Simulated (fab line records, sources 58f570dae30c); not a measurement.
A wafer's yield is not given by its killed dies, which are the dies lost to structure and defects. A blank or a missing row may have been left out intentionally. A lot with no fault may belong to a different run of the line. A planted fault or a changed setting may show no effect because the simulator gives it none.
Chamber matching | flow berkeley cmos170 | 4 sister chambers for UCB170_NWELL_ETCH_13 on rie diel-02
The step etches Si3N4 in CH3F/Ar/O2, stops on SiO2, target depth 246.4 nm, time 154 s. 4 wafers are shown with their chamber, then 7 later ones without.

## WAFERS, EACH WITH ITS CHAMBER
wafer  | chamber | drypump motor current A (A)
L602.2 | 1       | 5.0
L616.1 | 3       | 5.6
L617.3 | 2       | 4.7
L617.4 | 0       | 5.4

## WAFERS WHOSE CHAMBER IS MISSING
wafer  | drypump motor current A (A)
L617.5 | 5.4
L619.1 | 4.7
L619.3 | 5.3
L619.5 | 5.4
L621.1 | 5.3
L621.3 | 5.6
L621.6 | 4.8

## WHICH CHAMBER EACH WENT THROUGH
wafer  | from the rows above     | in truth
L617.5 | 0                       | 0
L619.1 | 2                       | 2
L619.3 | 0                       | 0
L619.5 | 0                       | 0
L621.1 | 0                       | 0
L621.3 | 3                       | 3
L621.6 | can't be placed: 2 or 1 | 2
6 of 7 placed correctly. These rows do not allow placing 1 (true chamber among the candidates in 1). Number placed wrongly: 0.
How it was worked out, from the rows above alone: a wafer's distance from a chamber is the root of the sum, over the readings, of the square of ((its reading less the chamber's mean) divided by the reading's scatter). The wafer belongs to the nearest chamber; if the next one is less than 2 further off, it can't be placed. For every chamber, the mean is computed from those of its wafers that are shown. The scatter (one wafer shown for each chamber): square how far every hidden wafer sits from the nearest shown wafer, average those squares and take the square root.
